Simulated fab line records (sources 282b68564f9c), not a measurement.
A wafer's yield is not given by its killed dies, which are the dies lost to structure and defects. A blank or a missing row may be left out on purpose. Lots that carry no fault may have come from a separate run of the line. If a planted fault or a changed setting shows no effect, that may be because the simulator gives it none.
Problem report, 8D (eight disciplines) form, completed by code ; flow rit_cmos ; the parts of the form that need people (team, actions taken, sign-off) are left out

1. THE PROBLEM
GATE_POLY_THK at RIT_GATE_THK_MEAS_09 reads a mean of 265.2 nm on 6 wafers of 2 lots; wafers without a fault read 250.8 nm with a standard deviation of 2.8. Relative to the usual mean, that is a shift of +5.1 standard deviations.
Earliest sighting: wafer L649.4 on film_metro-04 at day 4 11:41. At this step, 42 wafers from 14 lots have a number in the record. Rule for "out" (also "out of limits"): further than 4 standard deviations from the usual mean. The other wafers with a number count as sound.

2. WHAT IT IS, AND WHAT IT ISN'T
question;is;is not
which readings at this step;GATE_POLY_THK;-
which lots;L649, L650;L640, L641, L642, L644, L646, L647, L648, L652, L658, L660, L662, L663
which wafers of those lots;all that have a number;-
read on which gauges;film_metro-04;film_metro-01, film_metro-03
when;from day 4 11:41;"up to then (21 sound wafers); but 15 sound wafers of L652, L658, L660, L662, L663 came after"

3. WHAT RULES OUT EACH SUSPECT
Counting: a tool stays on the suspect list if, at a process step up to the reading, it processed all lots that are out and no sound lot following the first of them.
- the gauge at RIT_GATE_THK_MEAS_09: kept. All the wafers that are out were read on film_metro-04, and no step on other tools shows them out.
- lpcvd-02 at RIT_GATE_CVD_08 (deposits poly-Si from SiH4, target thk 250 nm, time 2220 s): ruled out as a lasting fault. Following L649 (day 4 10:02), the first lot on it that is out, the sound lots L663 were run on it.
After counting, what remains is film_metro-04 at RIT_GATE_THK_MEAS_09.

4. THE CAUSE (what the simulator had put in)
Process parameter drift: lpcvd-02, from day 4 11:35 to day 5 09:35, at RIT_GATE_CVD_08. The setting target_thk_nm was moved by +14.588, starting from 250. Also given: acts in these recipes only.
The count ruled it out by mistake, since the rule takes a fault to strike every lot its tool runs from the start of the fault on, and this one did not do so.

5. SEQUENCE OF EFFECTS, ordered by route
Rows list readings where the struck wafers' mean (over those with a number) sits beyond 3 standard deviations from the usual. Only readings for which the record gives a usual standard deviation are gone through. hours: the time from each lot's start at the first step in this table that gives one to its start at this step, as a median over the lots. sigmas: the change in usual standard deviations.
hours;step;reading;usual;on struck wafers;change;sigmas
0;RIT_GATE_THK_MEAS_09;GATE_POLY_THK;250.8 nm;265.2;+14.4;+5.1

6. WHAT WOULD HAVE CAUGHT IT SOONER
0 hours passed between the start of the fault at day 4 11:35 and the first reading out of limits at a measuring or inspecting step in this record, taken at day 4 11:41.
No tool reading at RIT_GATE_CVD_08 that has a usual standard deviation in the record was out on any struck wafer, so an alarm limit of 4 standard deviations on those readings would not have fired.
